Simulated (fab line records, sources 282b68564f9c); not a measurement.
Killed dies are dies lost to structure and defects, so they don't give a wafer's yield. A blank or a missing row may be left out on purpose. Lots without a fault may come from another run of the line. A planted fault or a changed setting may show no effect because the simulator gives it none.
Which tool did it? | flow rit_cmos | 14 lots, 42 wafers sampled, at 1 step of a route of 202

WHAT THE GAUGES READ, wafer by wafer
The record holds no reading of a measuring or inspecting step that can be judged against a usual standard deviation.

WHICH TOOL RAN EACH LOT (tool, then ch and the chambers of the sampled wafers, then the start)
lot  | RIT_CONTACT_DEVELOP_07
L270 | litho_track-04 ch 0, day 3 06:00
L271 | litho_track-01 ch 0, day 3 14:00
L273 | litho_track-03 ch 0, day 3 23:00
L274 | litho_track-01 ch 0, day 4 01:00
L275 | litho_track-03 ch 0, day 4 05:00
L277 | litho_track-04 ch 0, day 4 21:00
L281 | litho_track-03 ch 0, day 5 14:00
L282 | litho_track-03 ch 0, day 5 18:00
L284 | litho_track-01 ch 0, day 6 02:00
L285 | litho_track-01 ch 0, day 6 06:00
L287 | litho_track-04 ch 0, day 6 19:00
L288 | litho_track-04 ch 0, day 6 23:00
L289 | litho_track-04 ch 0, day 7 03:00
L292 | litho_track-01 ch 0, day 7 18:00
- RIT_CONTACT_DEVELOP_07: develop time 120 s.

WHAT THE TOOLS THEMSELVES READ (means of the sampled wafers that have a number; where no wafer has one, the mark that the record gives instead)
RIT_CONTACT_DEVELOP_07.
lot  | tool           | developer_temp_C (C)
L270 | litho_track-04 | 23.21
L271 | litho_track-01 | 22.97
L273 | litho_track-03 | 22.96
L274 | litho_track-01 | 23.06
L275 | litho_track-03 | 23.05
L277 | litho_track-04 | 22.88
L281 | litho_track-03 | 22.28
L282 | litho_track-03 | 22.41
L284 | litho_track-01 | 23.14
L285 | litho_track-01 | 23.01
L287 | litho_track-04 | 22.88
L288 | litho_track-04 | 22.92
L289 | litho_track-04 | 23.06
L292 | litho_track-01 | 22.84

THE ANSWER, worked out from the rows above alone
Rule: what is usual is taken from the lots themselves. Put in order of their means at a reading, lots are off if they are a third of the lots or fewer, leave a main group of 4 or more, and stand apart from it by a gap of 3 or more times the standard deviation of the main group's means; of several such gaps the widest counts. A main group whose means are all the same, to the digits that the tables above print for the reading, isn't used. A lot without any number at a reading at which 4 lots or more have one is off too. The other lots that the step has rows for count as sound. The gauges are gone through in route order, then the tools' own readings, and for those a lot's mean is taken as printed above. The first step at which some lot is off is used, and at that step the reading that is off furthest; a lot without a number counts as furthest.
Off: L281, L282, at RIT_CONTACT_DEVELOP_07 (developer_temp_C). The main group: mean 23.00 C, standard deviation 0.11.
A tool fits if, at that step or a process step before it, it ran every lot that is off, and no sound lot after the first of them. One fits: litho_track-03 at RIT_CONTACT_DEVELOP_07. Its last sound lot is L275 (day 4 05:00), its first lot that is off L281 (day 5 14:00): a fault that began between those two fits.
The tool's own readings at RIT_CONTACT_DEVELOP_07 bear it out: on the lots that are off they differ by more than 5 times the standard deviation of the sound lots' means. developer_temp_C reads 22.34 C there against 23.00 C on the sound lots.

WHAT THE SIMULATOR HAD PUT IN
Process parameter drift: litho_track-03, from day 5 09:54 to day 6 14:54, at RIT_CONTACT_DEVELOP_07. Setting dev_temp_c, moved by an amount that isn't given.
Lots struck among those shown: L281, L282. The rule above found the same.
